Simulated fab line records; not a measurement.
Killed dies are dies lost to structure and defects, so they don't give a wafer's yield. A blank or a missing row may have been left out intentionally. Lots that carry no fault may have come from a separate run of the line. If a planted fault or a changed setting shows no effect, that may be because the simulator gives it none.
fab line records ; flow berkeley-cmos170
record: lots: 5; wafers: 15; last-day: 11
route steps=331 shown PSD@178 NSD@187
lots untouched by any fault: they come from a run of this same line in which no faults occurred
start-h: start of the lot's first displayed wafer, in hours after the record's first day ; wait-h: hours from the lot's prior step to this one ; " same as the row above ; L1.1+2: several wafers, shown together as one row ; - either no value or no given start ; * or withheld: withheld ; < > ~ a bound
route shown NAME@n: names a module that has steps shown in the file, with the first one's number in the route ; usual: average and standard deviation across the fault-free wafers ; same: alike in all rows ; chamber/n: place in a boat ; sites: each site's reading ; _std_site: standard deviation across them ; _edge_site: mean of outer sites minus mean of inner sites ; radius-mm: for every site, how far away it sits from the centre of the wafer ; mask NAME#n: copy n ; behind: tool/chamber where the wafer was last shaped ; hold: reason for holding the lot/hours on hold/outcome of the hold ; device: whichever transistor did not switch (one of n, p or np) ; end of line: at the end of the route, the tests of the same wafers ; where a step has no rows: the recipe by itself ; killed: not the wafer's yield, but the dies lost to structure and defects at the first sort ; map: dies across one wafer; x = killed, . = not, _ = none there
set.NAME: the setting as run; set.NAME@STEP: as run at that earlier step ; model.NAME: the simulator's own value behind a step, which no gauge read
a table for each step, a row for each wafer; lots at some steps of the route
services: a tool's chamber out of use, with start hour (start-h, from the record's first day; less than 0 if before it), hours out, and reason
== steps ==
step: UCB170_PSD_EXPOSE_03
recipe: mask-id: PSELECT_MOD; na: 0.5; sigma-outer: 0.6; source-shape: conventional; target-cd-nm: 1200; dose-mj: 30
step: UCB170_PSD_PEB_04
recipe: peb-temp-c: 130; peb-time-s: withheld; resist: KrF
step: UCB170_PSD_DEVELOP_05
recipe: developer: TMAH; develop-time-s: 45; resist: KrF; dev-temp-c: 21
step: UCB170_PSD_CD_MEAS_06
recipe: target-cd-nm: 1200
usual: cd-nm: 1200.2/1.6
lot.wafer;tool;chamber;start-h;wait-h;cd-nm
L150.3;cd-sem-02;-;124.01;-;1199.9
L150.4;cd-sem-02;-;124.01;-;1199.2
L150.6;cd-sem-02;-;124.01;-;1198.8
L152.4;cd-sem-01;-;144.93;-;1201.6
L152.5;cd-sem-01;-;144.93;-;1199.8
L152.6;cd-sem-01;-;144.93;-;1202.5
L161.1;cd-sem-02;-;186.47;-;1200.9
L161.4;cd-sem-02;-;186.47;-;1200.6
L161.6;cd-sem-02;-;186.47;-;1200.4
L167.2;cd-sem-01;-;220.96;-;1201.2
L167.3;cd-sem-01;-;220.96;-;1199.3
L167.4;cd-sem-01;-;220.96;-;1200.7
L168.1;cd-sem-02;-;222.17;-;1197.9
L168.4;cd-sem-02;-;222.17;-;1200.4
L168.5;cd-sem-02;-;222.17;-;1200.4
step: UCB170_PSD_OVL_MEAS_07
usual: PSD_OVL: -1/6.1
lot.wafer;tool;chamber;start-h;wait-h;PSD_OVL[nm]
L150.3;overlay-01;-;124.10;0.1;-4
L150.4;overlay-01;-;124.10;0.1;0
L150.6;overlay-01;-;124.10;0.1;-7
L152.4;overlay-01;-;145.01;0.1;-7
L152.5;overlay-01;-;145.01;0.1;-6
L152.6;overlay-01;-;145.01;0.1;-7
L161.1;overlay-02;-;186.59;0.1;6
L161.4;overlay-02;-;186.59;0.1;5
L161.6;overlay-02;-;186.59;0.1;5
L167.2;overlay-01;-;221.07;0.1;-2
L167.3;overlay-01;-;221.07;0.1;10
L167.4;overlay-01;-;221.07;0.1;11
L168.1;overlay-02;-;222.29;0.1;6
L168.4;overlay-02;-;222.29;0.1;9
L168.5;overlay-02;-;222.29;0.1;14
step: UCB170_PSD_IMPLANT_08
recipe: species: B; dose-cm2: 3e+15; energy-kev: 20; tilt-deg: 7
step: UCB170_PSD_STRIP_09
recipe: chemistry: O2; power-w: 400; pressure-mtorr: 3500; platen-temp-c: withheld; o2-flow-sccm: 400; overash-fraction: 0.5
usual: drypump-motor-current-A: 5.7/0.59; oes-product-au: 0.600/0.0044; strip-time-to-endpoint-s: 29.42/0.069
lot.wafer;tool;chamber;start-h;wait-h;drypump-motor-current-A;oes-product-au;rf-hours-counter-h;strip-time-to-endpoint-s
L150.3;plasma-asher-04;1;124.31;0.1;5.4;0.599;-;29.39
L150.4;plasma-asher-04;0;124.31;0.1;4.9;0.613;-;29.38
L150.6;plasma-asher-04;0;124.31;0.1;4.9;0.599;-;29.36
L152.4;plasma-asher-04;1;145.21;0.1;5.4;0.596;-;29.48
L152.5;plasma-asher-04;0;145.21;0.1;4.9;0.589;-;29.43
L152.6;plasma-asher-04;1;145.21;0.1;5.4;0.595;-;29.53
L161.1;plasma-asher-04;1;186.77;0.1;5.4;0.600;46;29.50
L161.4;plasma-asher-04;1;186.77;0.1;5.4;0.598;-;29.45
L161.6;plasma-asher-04;0;186.77;0.1;5.0;0.604;-;29.48
L167.2;plasma-asher-02;1;221.25;0.1;5.8;0.591;52;29.44
L167.3;plasma-asher-02;0;221.25;0.1;6.4;0.598;-;29.46
L167.4;plasma-asher-02;1;221.25;0.1;5.8;0.601;-;29.47
L168.1;plasma-asher-01;0;222.48;0.1;5.2;0.598;49;29.48
L168.4;plasma-asher-01;0;222.48;0.1;5.2;0.604;-;29.43
L168.5;plasma-asher-01;0;222.48;0.1;5.2;0.593;-;29.57
step: UCB170_PSD_TW_MEAS_10
usual: PSD_TW: 2329/26
lot.wafer;tool;chamber;start-h;wait-h;PSD_TW
L150.3;film-metro-01;-;124.39;0.1;2369
L150.4;film-metro-01;-;124.39;0.1;2353
L150.6;film-metro-01;-;124.39;0.1;2359
L152.4;film-metro-01;-;145.30;0.1;2356
L152.5;film-metro-01;-;145.30;0.1;2341
L152.6;film-metro-01;-;145.30;0.1;2340
L161.1;film-metro-03;-;186.87;0.1;2327
L161.4;film-metro-03;-;186.87;0.1;2349
L161.6;film-metro-03;-;186.87;0.1;2339
L167.2;film-metro-01;-;221.36;0.1;2346
L167.3;film-metro-01;-;221.36;0.1;2360
L167.4;film-metro-01;-;221.36;0.1;2362
L168.1;film-metro-03;-;222.58;0.1;2334
L168.4;film-metro-03;-;222.58;0.1;2331
L168.5;film-metro-03;-;222.58;0.1;2335
step: UCB170_PSD_CLEAN_11
recipe: chemistry: SPM; temp-c: 120; time-s: 600
step: UCB170_NSD_HMDS_00
recipe: prime-time-s: 60; prime-temp-c: 100
step: UCB170_NSD_COAT_01
recipe: resist: KrF; spin-rpm: 1500; resist-thk-nm: 900
step: UCB170_NSD_SOFTBAKE_02
recipe: resist: KrF; temp-c: 130; time-s: 60
step: UCB170_NSD_EXPOSE_03
recipe: mask-id: NSELECT_MOD; na: 0.5; sigma-outer: 0.6; source-shape: conventional; target-cd-nm: 1200; dose-mj: 30
lot.wafer;tool;chamber;start-h;wait-h;mask
L150.3+4+6;krf-scanner-01;0;125.30;0.2;NSELECT_MOD#0
L152.4+5+6;krf-scanner-01;0;146.25;0.1;NSELECT_MOD#0
L161.1+4+6;krf-scanner-01;0;187.83;0.1;PSELECT_MOD#0
L167.2+3+4;krf-scanner-01;0;224.86;0.2;NSELECT_MOD#0
L168.1+4+5;krf-scanner-01;0;225.07;0.4;NSELECT_MOD#0
step: UCB170_NSD_PEB_04
recipe: peb-temp-c: 130; peb-time-s: withheld; resist: KrF
step: UCB170_NSD_DEVELOP_05
recipe: developer: TMAH; develop-time-s: 45; resist: KrF; dev-temp-c: 21
step: UCB170_NSD_CD_MEAS_06
recipe: target-cd-nm: 1200
usual: cd-nm: 1199.9/1.6
lot.wafer;tool;chamber;start-h;wait-h;cd-nm
L150.3;cd-sem-02;-;125.69;-;1201.3
L150.4;cd-sem-02;-;125.69;-;1199.8
L150.6;cd-sem-02;-;125.69;-;1201.3
L152.4;cd-sem-02;-;146.66;-;1203.1
L152.5;cd-sem-02;-;146.66;-;1203.2
L152.6;cd-sem-02;-;146.66;-;1203.3
L161.1;cd-sem-02;-;188.26;-;-
L161.4;cd-sem-02;-;188.26;-;-
L161.6;cd-sem-02;-;188.26;-;-
L167.2;cd-sem-02;-;225.36;-;1198.7
L167.3;cd-sem-02;-;225.36;-;1197.7
L167.4;cd-sem-02;-;225.36;-;1198.5
L168.1;cd-sem-01;-;225.64;-;1199.8
L168.4;cd-sem-01;-;225.64;-;1200.6
L168.5;cd-sem-01;-;225.64;-;1198.0
step: UCB170_NSD_OVL_MEAS_07
usual: NSD_OVL: 2/5.4
lot.wafer;tool;chamber;start-h;wait-h;NSD_OVL[nm]
L150.3;overlay-01;-;125.79;0.1;0
L150.4;overlay-01;-;125.79;0.1;5
L150.6;overlay-01;-;125.79;0.1;8
L152.4;overlay-02;-;146.74;0.1;13
L152.5;overlay-02;-;146.74;0.1;1
L152.6;overlay-02;-;146.74;0.1;9
L161.1;overlay-01;-;188.38;0.1;-
L161.4;overlay-01;-;188.38;0.1;-
L161.6;overlay-01;-;188.38;0.1;-
L167.2;overlay-02;-;225.47;0.1;11
L167.3;overlay-02;-;225.47;0.1;-7
L167.4;overlay-02;-;225.47;0.1;5
L168.1;overlay-02;-;225.76;0.1;-8
L168.4;overlay-02;-;225.76;0.1;3
L168.5;overlay-02;-;225.76;0.1;1
step: UCB170_NSD_IMPLANT_08
recipe: species: P; dose-cm2: 3e+15; energy-kev: 40; tilt-deg: 7
step: UCB170_NSD_STRIP_09
recipe: chemistry: O2; power-w: 400; pressure-mtorr: 3500; platen-temp-c: withheld; o2-flow-sccm: 400; overash-fraction: 0.5
usual: drypump-motor-current-A: 5.6/0.46; oes-product-au: 0.534/0.0044; strip-time-to-endpoint-s: 35.86/0.099
lot.wafer;tool;chamber;start-h;wait-h;drypump-motor-current-A;oes-product-au;rf-hours-counter-h;strip-time-to-endpoint-s
L150.3;plasma-asher-04;0;125.99;0.1;4.9;0.531;-;35.85
L150.4;plasma-asher-04;1;125.99;0.1;5.4;0.534;-;35.86
L150.6;plasma-asher-04;0;125.99;0.1;4.9;0.539;-;35.82
L152.4;plasma-asher-02;0;146.94;0.1;6.3;0.539;-;35.99
L152.5;plasma-asher-02;0;146.94;0.1;6.3;0.535;-;35.97
L152.6;plasma-asher-02;1;146.94;0.1;5.8;0.532;-;35.93
L161.1;plasma-asher-02;0;188.56;0.1;6.3;0.539;48;35.81
L161.4;plasma-asher-02;1;188.56;0.1;5.8;0.531;-;35.63
L161.6;plasma-asher-02;0;188.56;0.1;6.3;0.533;-;35.70
L167.2;plasma-asher-02;0;225.65;0.1;6.3;0.539;52;35.78
L167.3;plasma-asher-02;0;225.65;0.1;6.3;0.532;-;35.85
L167.4;plasma-asher-02;1;225.65;0.1;5.8;0.528;-;35.86
L168.1;plasma-asher-04;1;225.95;0.1;5.4;0.531;50;35.80
L168.4;plasma-asher-04;1;225.95;0.1;5.4;0.526;-;35.72
L168.5;plasma-asher-04;0;225.95;0.1;4.9;0.535;-;35.79
step: UCB170_NSD_TW_MEAS_10
usual: NSD_TW: 4196/44
lot.wafer;tool;chamber;start-h;wait-h;NSD_TW
L150.3;film-metro-01;-;126.08;0.1;4250
L150.4;film-metro-01;-;126.08;0.1;4238
L150.6;film-metro-01;-;126.08;0.1;4252
L152.4;film-metro-01;-;147.04;0.1;4218
L152.5;film-metro-01;-;147.04;0.1;4217
L152.6;film-metro-01;-;147.04;0.1;4195
L161.1;film-metro-01;-;188.66;0.1;30
L161.4;film-metro-01;-;188.66;0.1;30
L161.6;film-metro-01;-;188.66;0.1;30
L167.2;film-metro-01;-;225.76;0.1;4283
L167.3;film-metro-01;-;225.76;0.1;4228
L167.4;film-metro-01;-;225.76;0.1;4259
L168.1;film-metro-03;-;226.05;0.1;4216
L168.4;film-metro-03;-;226.05;0.1;4206
L168.5;film-metro-03;-;226.05;0.1;4180
step: UCB170_NSD_CLEAN_11
recipe: chemistry: SPM; temp-c: 120; time-s: 600
== services ==
tool;chamber;start-h;hours;kind
krf-scanner-01;0;115.25;-;calibration
krf-scanner-01;-;118.36;0.5;repair
krf-scanner-01;-;128.20;0.4;repair
plasma-asher-01;-;129.76;0.6;repair
krf-scanner-01;-;139.13;1.3;pm
plasma-asher-04;-;187.11;9.0;repair
krf-scanner-01;-;189.05;1.0;pm
plasma-asher-01;-;191.03;0.8;repair
plasma-asher-01;-;201.94;7.3;repair
krf-scanner-01;-;210.41;1.0;repair
== key ==
first-sign: step: UCB170_NSD_EXPOSE_03; reading: mask; direction: changed
effect: step: UCB170_NSD_CD_MEAS_06; reading: cd-nm; direction: missing
effect: step: UCB170_NSD_OVL_MEAS_07; reading: NSD_OVL; direction: missing
effect: step: UCB170_NSD_TW_MEAS_10; reading: NSD_TW; direction: down; sigmas: 94; usual: 4196; struck: 30
met-at UCB170_NSD_EXPOSE_03
struck-wafers L161.1,L161.4,L161.6
sort-left-out L161.1,L161.4,L161.6
tester-left-out L161
onset-between 146.25 187.83
fault: kind: wrong-mask; tool: any; chamber: -; onset-h: 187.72; steps: UCB170_NSD_EXPOSE_03; aux-copy: PSELECT_MOD#0; scope: struck-lots-only
tester-left-out: of these lots the tester's yield and bins aren't shown, on N5 and GAA mostly nor the transistor test; their killed dies are dies lost to structure and defects alone, not to doping, threshold or leakage, so they don't give the yield
sort-left-out: the simulated sort isn't trusted on such a fault, so these wafers' sort isn't shown, and their yield isn't known
